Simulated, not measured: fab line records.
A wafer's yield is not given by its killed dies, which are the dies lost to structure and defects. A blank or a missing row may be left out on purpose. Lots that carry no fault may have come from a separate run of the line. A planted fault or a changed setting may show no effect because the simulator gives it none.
Problem report in the 8D (eight disciplines) form, filled by code	flow berkeley-cmos170	the parts of the form that need people (team, actions taken, sign-off) are left out

== 1. PROBLEM STATEMENT ==
Across 6 wafers from 2 lots, PWELL_NITRIDE_THK at UCB170_PWELL_THK_MEAS_06 averages 322.9 nm, while fault-free wafers read 220.5 nm with a standard deviation of 1.8. Relative to the usual mean, that is a shift of +57 standard deviations.
Seen first at day 5 10:01 on film-metro-04, wafer L628.1. The record holds 36 wafers of 12 lots with a number at this step. The rule behind "out" and "out of limits": a value lying over 4 standard deviations away from the usual mean. Any other wafer with a number is counted as sound.

== 2. WHAT THIS IS AND IS NOT ==
question	is	is not
which readings at this step	PWELL_NITRIDE_THK	-
which lots	L628, L629	L617, L618, L619, L620, L621, L622, L623, L626, L633, L639
which wafers of those lots	all that have a number	-
read on which gauges	film-metro-02, film-metro-04	film-metro-01
when	from day 5 10:01	up to then (24 sound wafers); but 6 sound wafers of L633, L639 came after

== 3. THE SUSPECTS, EACH WITH WHAT RULES IT OUT ==
Counting: any tool at a process step up to the reading is kept as a suspect provided that every lot that is out went through it and no sound lot did after the first of them.
- the gauge at UCB170_PWELL_THK_MEAS_06 is ruled out. 2 gauges (film-metro-02, film-metro-04) read the wafers that are out.
- lpcvd-01 at UCB170_PWELL_CVD_05 (deposits Si3N4 from SiH2Cl2/NH3, target thk 220 nm, time 3300 s): kept. It ran every lot that is out, first L628 (day 5 08:05), and no sound lot after that; its last sound lot up to then is L626 (day 4 18:16). On those wafers its own readings are out: spike-tc-centre-C, spike-tc-load-C, spike-tc-source-C, susceptor-temp-C.
Left after counting: lpcvd-01 at UCB170_PWELL_CVD_05.

== 4. THE CAUSE (what the simulator had put in) ==
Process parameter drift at UCB170_PWELL_CVD_05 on lpcvd-01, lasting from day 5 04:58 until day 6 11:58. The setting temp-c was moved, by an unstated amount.
The count eliminated every tool but this one.

== 5. SEQUENCE OF EFFECTS, ordered by route ==
Each row: a reading whose mean over the struck wafers that have a number lies more than 3 standard deviations from the usual. Only readings for which the record gives a usual standard deviation are gone through. hours: the time from each lot's start at the first step in this table that gives one to its start at this step, as a median over the lots. sigmas: the change in usual standard deviations.
hours	step	reading	usual	on struck wafers	change	sigmas
0	UCB170_PWELL_CVD_05	spike-tc-centre-C	802.9 C	824.1	+21.2	+18
0	UCB170_PWELL_CVD_05	spike-tc-load-C	821.8 C	841.1	+19.3	+6.9
0	UCB170_PWELL_CVD_05	spike-tc-source-C	823.8 C	846.6	+22.8	+16
0	UCB170_PWELL_CVD_05	susceptor-temp-C	800.1 C	821.6	+21.5	+58
2	UCB170_PWELL_THK_MEAS_06	PWELL_NITRIDE_THK	220.5 nm	322.9	+102.4	+57
4	UCB170_PWELL_ETCH_14	oes-product-au	0.939 a.u.	1.005	+0.066	+7.4
It contains these process steps:
- UCB170_PWELL_CVD_05: deposits Si3N4 from SiH2Cl2/NH3, target thk 220 nm, time 3300 s.
- UCB170_PWELL_ETCH_14: etches Si3N4 in CH3F/Ar/O2, stops on SiO2, target depth 242 nm, time 151 s.

== 6. WHAT WOULD HAVE CAUGHT IT SOONER ==
The first out-of-limits reading at a measuring or inspecting step in this record came at day 5 10:01, 5 hours after the fault's start at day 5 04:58.
The tool's own readings at UCB170_PWELL_CVD_05 were out on every struck wafer that the step has a row for (spike-tc-centre-C, spike-tc-load-C, spike-tc-source-C, susceptor-temp-C): an alarm limit on them would have fired on the first of those.
Lots out: 2; all had begun UCB170_PWELL_CVD_05 on lpcvd-01 by day 5 10:01. Had the tool been put on hold then, not one of them would have been saved.
